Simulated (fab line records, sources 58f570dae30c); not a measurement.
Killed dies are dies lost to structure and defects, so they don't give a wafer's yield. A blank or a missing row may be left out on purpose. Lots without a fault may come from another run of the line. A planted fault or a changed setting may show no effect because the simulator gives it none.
A struck lot beside a sound one | flow berkeley_cmos170 | 42 steps out of a route of 331
Sound: wafers L921.2, L921.3, L921.6. Struck: wafers L918.2, L918.5, L918.6. The cause comes at the end.
At each step with rows: each side's tool, then ch and its chambers, then its first start. Under that, the readings that differ: sound wafers | struck wafers | difference of the means | sigmas: that difference in standard deviations of wafers without a fault.
alike: readings whose means differ by less than 2 such deviations, and words and numbers that are the same on both sides. not compared: withheld readings, readings that some wafer has no value for, bounds like >300 that may hide the same value, and numbers for which the record gives no deviation and whose values overlap.
The two part at a step that has a row with sigmas, a row that says differs or no value, or rows on one side only. Numbers that don't overlap but have no deviation are shown without sigmas and don't part them. A reading that every wafer of one side lacks parts them only if that side has two wafers or more.

UCB170_START_BOW_MEAS_00:
  sound on film_metro-03, day 5 14:01; struck on film_metro-01, day 4 23:01
  alike: INCOMING_BOW
then, 2 steps without rows for these wafers: UCB170_START_CLEAN_01 (cleans in dHF, time 60 s); UCB170_START_OXIDATION_02 (target thk 20 nm, ox time 1800 s).
UCB170_START_THK_MEAS_03:
  sound on film_metro-01, day 5 21:14; struck on film_metro-01, day 5 01:01
  alike: START_OXIDE_THK
then, 7 steps without rows for these wafers: UCB170_START_ANNEAL_04 (time 1200 s); UCB170_ZERO_HMDS_00 (prime time 60 s); UCB170_ZERO_COAT_01 (resist thk 900 nm); UCB170_ZERO_SOFTBAKE_02 (time 60 s); UCB170_ZERO_EXPOSE_03 (exposes mask PM MARKS, target cd 4000 nm); UCB170_ZERO_PEB_04; UCB170_ZERO_DEVELOP_05 (develop time 45 s).
UCB170_ZERO_ETCH_06: etches SiO2 in CHF3/CF4/Ar, time 12 s.
  sound on rie_diel-01 ch 0,3, day 6 05:08; struck on rie_diel-02 ch 2,3, day 5 09:35
  reading                     | sound       | struck      | difference | sigmas
  drypump_motor_current_A (A) | 5.1 5.8 5.2 | 6.5 5.9 6.5 | +0.9       | +2
  alike: oes_product_au, throttle_valve_pct
  not compared: rf_hours_counter_h
UCB170_ZERO_STRIP_07: strips in O2.
  sound on plasma_asher-04 ch 0,1, day 6 05:10; struck on plasma_asher-01 ch 0,1, day 5 09:36
  alike: drypump_motor_current_A, oes_product_au, strip_time_to_endpoint_s
  not compared: rf_hours_counter_h
then, 2 steps without rows for these wafers: UCB170_NWELL_WET_ETCH_00 (etches SiO2 in dHF, time 200 s); UCB170_NWELL_OXIDATION_01 (target thk 26.4 nm, ox time 1260 s).
UCB170_NWELL_THK_MEAS_02:
  sound on film_metro-03, day 6 12:35; struck on film_metro-03, day 5 15:55
  alike: NWELL_OXIDE_THK
then, 2 steps without rows for these wafers: UCB170_NWELL_ANNEAL_03 (time 900 s); UCB170_NWELL_CVD_04 (deposits Si3N4 from SiH2Cl2/NH3, target thk 224 nm, time 3360 s).
UCB170_NWELL_THK_MEAS_05:
  sound on film_metro-04, day 7 00:26; struck on film_metro-03, day 6 00:57
  alike: NWELL_NITRIDE_THK
then, 6 steps without rows for these wafers: UCB170_NWELL_HMDS_06 (prime time 60 s); UCB170_NWELL_COAT_07 (resist thk 909.2 nm); UCB170_NWELL_SOFTBAKE_08 (time 60 s); UCB170_NWELL_EXPOSE_09 (exposes mask NWELL, target cd 3000 nm); UCB170_NWELL_PEB_10; UCB170_NWELL_DEVELOP_11 (develop time 45 s).
UCB170_NWELL_OVL_MEAS_12:
  sound on overlay-01, day 7 01:52; struck on overlay-02, day 6 02:11
  alike: NWELL_OVL
UCB170_NWELL_ETCH_13: etches Si3N4 in CH3F/Ar/O2, stops on SiO2, target depth 246.4 nm, time 154 s.
  sound on rie_diel-02 ch 0,2, day 7 01:54; struck on rie_diel-02 ch 0,3, day 6 02:13
  alike: drypump_motor_current_A, oes_product_au, throttle_valve_pct
  not compared: rf_hours_counter_h
then, 1 step without rows for these wafers: UCB170_NWELL_IMPLANT_14.
UCB170_NWELL_STRIP_15: strips in O2.
  sound on plasma_asher-04 ch 0,1, day 7 02:09; struck on plasma_asher-02 ch 0,1, day 6 02:28
  alike: drypump_motor_current_A, oes_product_au, strip_time_to_endpoint_s
  not compared: rf_hours_counter_h
UCB170_NWELL_TW_MEAS_16:
  sound on film_metro-03, day 7 02:16; struck on film_metro-02, day 6 02:34
  alike: NWELL_TW
then, 6 steps without rows for these wafers: UCB170_NWELL_CLEAN_17 (cleans in SPM, time 600 s); UCB170_NWELL_WET_ETCH_18 (etches Si3N4 in H3PO4, time 14400 s); UCB170_NWELL_WET_ETCH_19 (etches SiO2 in BOE, time 22 s); UCB170_PWELL_CLEAN_00 (cleans in SPM, time 600 s); UCB170_PWELL_CLEAN_01 (cleans in dHF, time 60 s); UCB170_PWELL_OXIDATION_02 (target thk 26.4 nm, ox time 1260 s).
UCB170_PWELL_THK_MEAS_03:
  sound on film_metro-01, day 7 12:55; struck on film_metro-01, day 6 13:29
  alike: PWELL_OXIDE_THK
then, 2 steps without rows for these wafers: UCB170_PWELL_ANNEAL_04 (time 900 s); UCB170_PWELL_CVD_05 (deposits Si3N4 from SiH2Cl2/NH3, target thk 220 nm, time 3168 s).
UCB170_PWELL_THK_MEAS_06:
  sound on film_metro-02, day 7 21:16; struck on film_metro-04, day 7 02:22
  alike: PWELL_NITRIDE_THK
then, 1 step without rows for these wafers: UCB170_PWELL_HMDS_07 (prime time 60 s).
-- the record jumps here: 7 days lie between the struck wafers' starts before and after (it left off in module PWELL and takes up again in module M3, whose first step shown is number 331 of the route) --
UCB170_M3_PROBE_99:
  the record has rows for the struck wafers here (prober-01, day 13 14:31) and none for the sound ones

WHERE THEY PART
First at UCB170_ZERO_ETCH_06; last, within this record, at UCB170_M3_PROBE_99.

WHY: what the simulator had put in
Chamber particle source: rie_diel-02, from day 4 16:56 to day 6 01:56, at UCB170_ZERO_ETCH_06. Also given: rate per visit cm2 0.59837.
